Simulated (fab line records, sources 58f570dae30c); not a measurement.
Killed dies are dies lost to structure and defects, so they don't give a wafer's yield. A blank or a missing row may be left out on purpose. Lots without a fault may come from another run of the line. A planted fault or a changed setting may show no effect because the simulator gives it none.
fab line records | flow berkeley_cmos170
record lots=15 wafers=45 last_day=12
route steps=331 shown NSD@193 CONTACT@224 M1@247 V1@257
lots that met no fault: from a run of the same line without faults
start_h: hours from the record's first day to the start of the lot's first wafer shown | wait_h: hours since the lot's step before | " the same as in the row above | L1.1+2: a row that stands for several wafers | - no value, or no start given | * or withheld: withheld | < > ~ a bound
route shown NAME@n: a module of which the file shows steps, and the number in the route of the first | usual: mean/standard deviation of fault-free wafers | same: alike in all rows | chamber/n: place in a boat | sites: the reading at each site | _std_site: their standard deviation | _edge_site: outer sites' mean less inner sites' | radius_mm: how far each site lies from the wafer's centre | mask NAME#n: copy n | behind: the tool/chamber that last shaped the wafer | hold: why the lot was held/for how many hours/how that ended | device: the transistor (n, p or np) that didn't switch | end of line: the same wafers' tests at the end of the route | a step without rows: its recipe alone | killed: dies lost to structure and defects at the first sort, not the wafer's yield | map: a wafer's dies, x killed, . not, _ none there
set.NAME: the setting as run; set.NAME@STEP: as run at that earlier step | model.NAME: the simulator's own value behind a step, which no gauge read
steps of the route over a sample of lots; a table a step, a row a wafer
## steps
# step UCB170_NSD_CD_MEAS_06
# recipe target_cd_nm=1200
# usual cd_nm=1199.8/1.4
# columns lot.wafer tool chamber start_h wait_h cd_nm
L840.2 cd_sem-01 - 171.40 - 1201.2
L840.4 " - " " 1201.1
L840.6 " - " " 1200.5
L844.3 cd_sem-02 - 184.40 - 1200.6
L844.5 " - " " 1200.6
L844.6 " - " " 1200.5
L843.2 cd_sem-01 - 185.00 - 1198.9
L843.3 " - " " 1199.6
L843.6 " - " " 1199.0
L848.2 cd_sem-02 - 195.41 - 1198.2
L848.5 " - " " 1197.3
L848.6 " - " " 1198.6
L845.1 cd_sem-01 - 195.65 - 1199.9
L845.4 " - " " 1199.4
L845.5 " - " " 1201.2
L846.3 cd_sem-02 - 195.91 - 1200.4
L846.4 " - " " 1199.4
L846.5 " - " " 1199.2
L847.1 cd_sem-01 - 196.17 - 1200.3
L847.4 " - " " 1200.3
L847.6 " - " " 1199.7
L849.2 cd_sem-01 - 207.97 - 1200.0
L849.3 " - " " 1200.4
L849.5 " - " " 1198.3
L851.3 cd_sem-02 - 218.08 - 1198.2
L851.5 " - " " 1198.9
L851.6 " - " " 1198.1
L855.2 cd_sem-02 - 233.66 - 1198.2
L855.4 " - " " 1200.3
L855.6 " - " " 1199.3
L853.2 cd_sem-02 - 233.90 - 1198.1
L853.3 " - " " 1198.9
L853.4 " - " " 1200.0
L858.1 cd_sem-01 - 255.46 - 1197.5
L858.2 " - " " 1198.1
L858.6 " - " " 1200.0
L857.1 cd_sem-01 - 255.73 - 1203.3
L857.3 " - " " 1202.1
L857.5 " - " " 1201.7
L856.2 cd_sem-02 - 255.93 - 1198.0
L856.3 " - " " 1197.7
L856.4 " - " " 1196.5
L860.2 cd_sem-01 - 256.65 - 1202.1
L860.5 " - " " 1200.7
L860.6 " - " " 1201.1
# step UCB170_CONTACT_RTA_08
# recipe temp_c=900 time_s=10 ambient=N2
# usual lamp_power_pct=22.1/0.56 wafer_temp_C_max=904.5/1.1
# columns lot.wafer tool chamber start_h wait_h lamp_power_pct wafer_temp_C_max
L840.2 rtp_anneal-01 0 176.54 0.0 22.7 903.8
L840.4 " 0 " " 22.7 903.3
L840.6 " 0 " " 22.7 903.7
L844.3 rtp_anneal-01 0 190.78 0.0 22.6 903.1
L844.5 " 0 " " 22.7 903.1
L844.6 " 0 " " 22.7 903.4
L843.2 rtp_anneal-01 0 192.97 0.0 22.7 903.2
L843.3 " 0 " " 22.7 904.3
L843.6 " 0 " " 22.7 903.0
L848.2 rtp_anneal-01 0 200.69 0.0 22.7 903.1
L848.5 " 0 " " 22.7 905.2
L848.6 " 0 " " 22.7 903.7
L845.1 rtp_anneal-02 0 200.85 0.0 21.6 906.8
L845.4 " 0 " " 21.5 904.0
L845.5 " 0 " " 21.6 903.7
L847.1 rtp_anneal-02 0 202.96 0.0 21.6 906.6
L847.4 " 0 " " 21.6 903.8
L847.6 " 0 " " 21.6 905.0
L846.3 rtp_anneal-01 0 202.98 0.0 22.7 903.3
L846.4 " 0 " " 22.7 903.7
L846.5 " 0 " " 22.7 904.7
L849.2 rtp_anneal-02 0 213.98 0.0 21.6 904.5
L849.3 " 0 " " 21.6 905.6
L849.5 " 0 " " 21.6 907.2
L851.3 rtp_anneal-01 0 223.85 0.0 22.7 904.0
L851.5 " 0 " " 22.7 903.8
L851.6 " 0 " " 22.7 904.5
L853.2 rtp_anneal-02 0 240.68 0.0 21.6 903.5
L853.3 " 0 " " 21.6 906.4
L853.4 " 0 " " 21.6 904.7
L855.2 rtp_anneal-01 0 240.68 0.0 25.0 938.3
L855.4 " 0 " " 25.0 940.2
L855.6 " 0 " " 25.0 939.9
L857.1 rtp_anneal-02 0 263.11 0.0 21.6 904.1
L857.3 " 0 " " 21.6 905.0
L857.5 " 0 " " 21.6 906.1
L858.1 rtp_anneal-01 0 263.11 0.0 25.0 939.3
L858.2 " 0 " " 25.0 939.6
L858.6 " 0 " " 25.0 939.1
L856.2 rtp_anneal-01 0 263.18 0.1 25.0 938.1
L856.3 " 0 " " 25.0 939.6
L856.4 " 0 " " 25.0 939.9
L860.2 rtp_anneal-02 0 263.29 0.0 21.6 904.5
L860.5 " 0 " " 21.6 905.8
L860.6 " 0 " " 21.6 905.5
# step UCB170_M1_CD_MEAS_09
# recipe target_cd_nm=700
# usual cd_nm=700.5/1.4
# columns lot.wafer tool chamber start_h wait_h cd_nm
L840.2 cd_sem-01 - 179.91 - 703.1
L840.4 " - " " 701.5
L840.6 " - " " 701.7
L844.3 cd_sem-02 - 194.46 - 700.9
L844.5 " - " " 700.2
L844.6 " - " " 701.5
L843.2 cd_sem-02 - 196.08 - 701.4
L843.3 " - " " 700.8
L843.6 " - " " 700.4
L848.2 cd_sem-01 - 203.80 - 696.6
L848.5 " - " " 696.8
L848.6 " - " " 697.8
L845.1 cd_sem-01 - 204.03 - 701.2
L845.4 " - " " 702.4
L845.5 " - " " 701.1
L846.3 cd_sem-01 - 205.79 - 700.2
L846.4 " - " " 701.5
L846.5 " - " " 700.0
L847.1 cd_sem-01 - 206.07 - 702.6
L847.4 " - " " 700.1
L847.6 " - " " 702.0
L849.2 cd_sem-01 - 218.03 - 700.8
L849.3 " - " " 700.9
L849.5 " - " " 700.5
L851.3 cd_sem-02 - 226.94 - 702.1
L851.5 " - " " 699.0
L851.6 " - " " 701.4
L853.2 cd_sem-02 - 244.45 - 703.0
L853.3 " - " " 702.9
L853.4 " - " " 701.9
L855.2 cd_sem-01 - 245.06 - 702.2
L855.4 " - " " 701.5
L855.6 " - " " 702.7
L858.1 cd_sem-01 - 266.21 - 698.1
L858.2 " - " " 699.2
L858.6 " - " " 699.2
L857.1 cd_sem-01 - 266.84 - 699.3
L857.3 " - " " 701.0
L857.5 " - " " 699.8
L856.2 cd_sem-02 - 267.14 - 698.7
L856.3 " - " " 700.4
L856.4 " - " " 698.1
L860.2 cd_sem-02 - 267.69 - 700.7
L860.5 " - " " 699.2
L860.6 " - " " 700.2
# step UCB170_V1_BOW_MEAS_03
# recipe mode=bow
# usual V1_BOW=18/6.6
# columns lot.wafer tool chamber start_h wait_h V1_BOW[um]
L840.2 film_metro-01 - 183.05 0.2 19
L840.4 " - " " 21
L840.6 " - " " 16
L844.3 film_metro-03 - 196.87 0.2 11
L844.5 " - " " 10
L844.6 " - " " 19
L843.2 film_metro-03 - 199.51 0.2 31
L843.3 " - " " 23
L843.6 " - " " 9
L848.2 film_metro-01 - 206.22 0.1 15
L848.5 " - " " 21
L848.6 " - " " 21
L845.1 film_metro-02 - 207.53 0.2 9
L845.4 " - " " 17
L845.5 " - " " 14
L847.1 film_metro-01 - 208.86 0.1 15
L847.4 " - " " 20
L847.6 " - " " 19
L846.3 film_metro-03 - 208.90 0.2 5
L846.4 " - " " 9
L846.5 " - " " 18
L849.2 film_metro-03 - 220.58 0.2 15
L849.3 " - " " 8
L849.5 " - " " 14
L851.3 film_metro-03 - 229.34 0.1 12
L851.5 " - " " 17
L851.6 " - " " 13
L853.2 film_metro-02 - 246.85 0.1 15
L853.3 " - " " 20
L853.4 " - " " 18
L855.2 film_metro-02 - 248.19 0.3 15
L855.4 " - " " 17
L855.6 " - " " 8
L858.1 film_metro-01 - 268.61 0.1 23
L858.2 " - " " 8
L858.6 " - " " 28
L857.1 film_metro-03 - 269.95 0.1 16
L857.3 " - " " 19
L857.5 " - " " 14
L856.2 film_metro-02 - 269.97 0.3 17
L856.3 " - " " 23
L856.4 " - " " 30
L860.2 film_metro-03 - 271.30 0.1 17
L860.5 " - " " 19
L860.6 " - " " 20
## key
first_sign step=UCB170_CONTACT_RTA_08 reading=wafer_temp_C_max direction=up sigmas=31 usual=* struck=*
effect step=UCB170_CONTACT_RTA_08 reading=lamp_power_pct direction=up sigmas=5.2 usual=22.1 struck=25.0
met_at UCB170_CONTACT_RTA_08
struck_lots L855,L856,L858
tester_left_out L855,L856,L858
not_acting_at UCB170_NSD_CD_MEAS_06,UCB170_M1_CD_MEAS_09,UCB170_V1_BOW_MEAS_03
onset_between 223.85 240.68
fault kind=process_parameter_drift tool=rtp_anneal-01 chamber=- onset_h=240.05 steps=UCB170_CONTACT_RTA_08 channel=temp_c offset=* shape=step end_h=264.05 acts_in=* stated=*
# tester_left_out: of these lots the tester's yield and bins aren't shown, on N5 and GAA mostly nor the transistor test; their killed dies are dies lost to structure and defects alone, not to doping, threshold or leakage, so they don't give the yield
